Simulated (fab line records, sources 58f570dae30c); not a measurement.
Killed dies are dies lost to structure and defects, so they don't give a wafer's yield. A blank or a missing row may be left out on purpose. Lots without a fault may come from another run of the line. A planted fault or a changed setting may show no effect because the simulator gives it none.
fab line records | flow berkeley_cmos170 | part 2 of 2: steps 30 to 42 of 42
record lots=5 wafers=15 last_day=12
route steps=331 shown V1@265 M2@271 V2@292
lots that met no fault: from a run of the same line without faults
start_h: hours from the record's first day to the start of the lot's first wafer shown | wait_h: hours since the lot's step before | " the same as in the row above | L1.1+2: a row that stands for several wafers | - no value, or no start given | * or withheld: withheld | < > ~ a bound
route shown NAME@n: a module of which the file shows steps, and the number in the route of the first | usual: mean/standard deviation of fault-free wafers | same: alike in all rows | chamber/n: place in a boat | sites: the reading at each site | _std_site: their standard deviation | _edge_site: outer sites' mean less inner sites' | radius_mm: how far each site lies from the wafer's centre | mask NAME#n: copy n | behind: the tool/chamber that last shaped the wafer | hold: why the lot was held/for how many hours/how that ended | device: the transistor (n, p or np) that didn't switch | end of line: the same wafers' tests at the end of the route | a step without rows: its recipe alone | killed: dies lost to structure and defects at the first sort, not the wafer's yield | map: a wafer's dies, x killed, . not, _ none there
set.NAME: the setting as run; set.NAME@STEP: as run at that earlier step | model.NAME: the simulator's own value behind a step, which no gauge read
lots at some steps of the route; a table a step, a row a wafer
services: from which hour (start_h, from the record's first day; less than 0 if before it) a tool's chamber was out of use, for how many hours, and why
## steps
# step UCB170_V2_CMP_02
# recipe material=SiO2 down_force_psi=6 platen_rpm=60 pad_velocity_m_s=0.75398
# usual motor_current_A=16.5/1.1
# columns lot.wafer tool chamber start_h wait_h motor_current_A
L079.1 cmp-01 2 218.89 0.1 15.6
L079.6 " 0 " " 17.1
L079.5 " 1 " " 15.7
L086.3 cmp-02 2 243.25 0.2 15.8
L086.6 " 3 " " 17.7
L086.5 " 0 " " 17.6
L088.4 cmp-01 0 257.96 0.1 16.5
L088.5 " 3 " " 16.1
L088.6 " 0 " " 16.6
L090.1 cmp-02 3 266.59 0.1 17.7
L090.6 " 1 " " 14.8
L090.5 " 2 " " 16.7
L092.2 cmp-01 0 275.16 0.0 16.5
L092.4 " 2 " " 17.0
L092.1 " 3 " " 14.8
# step UCB170_V2_BOW_MEAS_03
# recipe mode=bow
# usual V2_BOW=36/6.5
# columns lot.wafer tool chamber start_h wait_h V2_BOW[um]
L079.1 film_metro-02 - 219.09 0.1 30
L079.5 " - " " 36
L079.6 " - " " 23
L086.3 film_metro-03 - 243.44 0.1 43
L086.5 " - " " 43
L086.6 " - " " 36
L088.4 film_metro-03 - 258.27 0.3 29
L088.5 " - " " 28
L088.6 " - " " 27
L090.1 film_metro-04 - 266.79 0.1 30
L090.5 " - " " 45
L090.6 " - " " 35
L092.1 film_metro-04 - 275.46 0.1 42
L092.2 " - " " 36
L092.4 " - " " 38
# step UCB170_V2_THK_MEAS_04
# recipe reads=SiO2_of_V2_CVD_00
# usual V2_POLISHED_THK=1000.3/1.1
# columns lot.wafer tool chamber start_h wait_h V2_POLISHED_THK[nm]
L079.1 film_metro-02 - 219.21 0.1 1001.0
L079.5 " - " " 1000.2
L079.6 " - " " 999.2
L086.3 film_metro-03 - 243.54 0.1 999.1
L086.5 " - " " 1001.1
L086.6 " - " " 1001.2
L088.4 film_metro-03 - 258.36 0.1 1000.8
L088.5 " - " " 999.6
L088.6 " - " " 1000.0
L090.1 film_metro-04 - 266.91 0.1 1000.8
L090.5 " - " " 1000.8
L090.6 " - " " 999.5
L092.1 film_metro-04 - 275.58 0.1 1003.2
L092.2 " - " " 1001.6
L092.4 " - " " 1001.2
# step UCB170_V2_CLEAN_05
# recipe chemistry=DIW
# columns lot.wafer tool chamber start_h wait_h
L079.1+5+6 wet_bench-03 0 219.27 0.1
L086.3+5+6 wet_bench-04 0 243.58 0.0
L088.4+5+6 wet_bench-03 2 258.39 0.0
L090.1+5+6 wet_bench-03 3 266.97 0.1
L092.1+2+4 wet_bench-02 0 275.83 0.2
# step UCB170_V2_HMDS_06
# recipe prime_time_s=57.39 prime_temp_c=100
# columns lot.wafer tool chamber start_h wait_h
L079.1+5+6 litho_track-02 0 219.44 0.0
L086.3+5+6 litho_track-04 0 244.62 0.9
L088.4+5+6 litho_track-02 0 258.64 0.1
L090.1+5+6 litho_track-04 0 267.72 0.6
L092.1+2+4 litho_track-02 0 276.30 0.3
# step UCB170_V2_COAT_07
# recipe resist=KrF spin_rpm=1500 resist_thk_nm=900
# columns lot.wafer tool chamber start_h wait_h
L079.1+5+6 litho_track-02 0 219.59 0.1
L086.3+5+6 litho_track-04 0 244.77 0.1
L088.4+5+6 litho_track-02 0 258.79 0.1
L090.1+5+6 litho_track-04 0 267.87 0.1
L092.1+2+4 litho_track-02 0 276.45 0.1
# step UCB170_V2_SOFTBAKE_08
# recipe resist=KrF temp_c=130 time_s=60
# columns lot.wafer tool chamber start_h wait_h
L079.1+5+6 litho_track-02 0 219.74 0.1
L086.3+5+6 litho_track-04 0 244.92 0.1
L088.4+5+6 litho_track-02 0 258.94 0.1
L090.1+5+6 litho_track-04 0 268.02 0.1
L092.1+2+4 litho_track-02 0 276.60 0.1
# step UCB170_V2_EXPOSE_09
# recipe mask_id=VIA2 target_cd_nm=700 na=0.5 sigma_outer=0.6 source_shape=conventional dose_mj=37
# columns lot.wafer tool chamber start_h wait_h mask
L079.1+5+6 krf_scanner-02 0 219.89 0.1 VIA2#0
L086.3+5+6 krf_scanner-01 0 245.24 0.3 VIA2#0
L088.4+5+6 krf_scanner-02 0 259.20 0.2 VIA2#0
L090.1+5+6 krf_scanner-02 0 268.17 0.1 VIA2#0
L092.1+2+4 krf_scanner-02 0 276.87 0.2 VIA2#0
# step UCB170_V2_PEB_10
# recipe peb_temp_c=130 peb_time_s=withheld resist=KrF
# columns lot.wafer tool chamber start_h wait_h
L079.1+5+6 litho_track-04 0 220.01 0.1
L086.3+5+6 litho_track-01 0 246.01 0.8
L088.4+5+6 litho_track-01 0 259.50 0.3
L090.1+5+6 litho_track-01 0 268.65 0.5
L092.1+2+4 litho_track-01 0 277.39 0.5
# step UCB170_V2_DEVELOP_11
# recipe developer=TMAH develop_time_s=45 resist=KrF dev_temp_c=21
# columns lot.wafer tool chamber start_h wait_h
L079.1+5+6 litho_track-04 0 - -
L086.3+5+6 litho_track-01 0 - -
L088.4+5+6 litho_track-01 0 - -
L090.1+5+6 litho_track-01 0 - -
L092.1+2+4 litho_track-01 0 - -
# step UCB170_V2_CD_MEAS_12
# recipe target_cd_nm=700
# usual cd_nm=700.0/1.3
# columns lot.wafer tool chamber start_h wait_h cd_nm
L079.1 cd_sem-01 - 220.28 - 699.5
L079.5 " - " " 699.8
L079.6 " - " " 700.8
L086.3 cd_sem-02 - 246.27 - 700.6
L086.5 " - " " 701.3
L086.6 " - " " 701.9
L088.4 cd_sem-01 - 259.76 - 700.4
L088.5 " - " " 699.2
L088.6 " - " " 699.7
L090.1 cd_sem-02 - 268.92 - 699.6
L090.5 " - " " 698.9
L090.6 " - " " 700.4
L092.1 cd_sem-02 - 277.66 - 700.1
L092.2 " - " " 700.0
L092.4 " - " " 700.2
# step UCB170_V2_OVL_MEAS_13
# usual V2_OVL=0/7
# columns lot.wafer tool chamber start_h wait_h V2_OVL[nm]
L079.1 overlay-01 - 220.40 0.1 1
L079.5 " - " " 0
L079.6 " - " " -3
L086.3 overlay-01 - 246.37 0.1 -4
L086.5 " - " " 3
L086.6 " - " " 7
L088.4 overlay-02 - 259.84 0.1 -3
L088.5 " - " " 6
L088.6 " - " " 0
L090.1 overlay-02 - 269.04 0.1 -3
L090.5 " - " " 2
L090.6 " - " " -3
L092.1 overlay-01 - 277.78 0.1 -5
L092.2 " - " " -13
L092.4 " - " " -9
# step UCB170_V2_ETCH_14
# recipe chemistry=CHF3/CF4/Ar target=SiO2 stop_on=Al CHF3_flow_sccm=45 cf4_flow_sccm=15 Ar_flow_sccm=150 pressure_mtorr=200 rf_w=700 target_depth_a=12500 over_etch_frac=0.25 time_s=291
# usual drypump_motor_current_A=5.7/0.42 oes_product_au=0.874/0.01 throttle_valve_pct=6.91/0.12
# same over_etch_frac=0.25
# columns lot.wafer tool chamber start_h wait_h drypump_motor_current_A oes_product_au rf_hours_counter_h throttle_valve_pct
L079.1 rie_diel-04 3 220.44 0.0 6.0 0.861 6 6.87
L079.5 " 1 " " 6.3 0.852 - 6.80
L079.6 " 2 " " 4.9 0.882 - 6.97
L086.3 rie_diel-04 1 246.39 0.0 6.3 0.859 43 6.79
L086.5 " 0 " " 5.7 0.883 - 6.74
L086.6 " 3 " " 5.9 0.865 - 6.87
L088.4 rie_diel-03 0 259.86 0.0 5.6 0.878 134 6.92
L088.5 " 1 " " 5.7 0.880 - 7.07
L088.6 " 0 " " 5.6 0.882 - 6.90
L090.1 rie_diel-04 3 269.08 0.0 6.0 0.866 9 6.87
L090.5 " 3 " " 5.9 0.869 - 6.88
L090.6 " 2 " " 5.0 0.875 - 6.96
L092.1 rie_diel-03 2 277.82 0.0 5.7 0.880 85 7.09
L092.2 " 1 " " 5.6 0.888 7 7.03
L092.4 " 0 " " 5.6 0.886 135 6.91
## services
# columns tool chamber start_h hours kind
plasma_asher-04 - 192.81 0.7 repair
rie_diel-04 2 196.98 9.6 repair
pvd_sputter-01 - 198.89 2.1 repair
rie_diel-02 1 202.82 1.7 repair
krf_scanner-01 - 203.41 0.8 pm
pvd_sputter-01 3 204.91 - consumable_replace:kit
pvd_sputter-01 3 204.91 18.0 scheduled_down
pvd_sputter-01 3 204.91 18.0 vent_cycle
krf_scanner-01 - 205.16 1.3 pm
rie_metal-02 0 212.14 27.8 repair
krf_scanner-02 - 212.15 1.3 pm
krf_scanner-02 - 213.45 3.6 pm
krf_scanner-02 - 218.06 1.0 repair
cmp-02 - 232.00 4.0 pm
rie_diel-02 3 232.13 1.5 repair
pecvd-03 0 239.29 8.6 repair
plasma_asher-02 - 241.70 2.9 repair
pvd_sputter-02 - 241.93 7.1 repair
pecvd-01 - 242.50 14.0 pm
plasma_asher-02 - 245.86 1.9 repair
plasma_asher-03 - 245.91 23.3 pm
rie_diel-03 - 252.30 4.3 pm
rie_metal-04 - 257.30 0.7 repair
cmp-02 - 262.31 1.5 repair
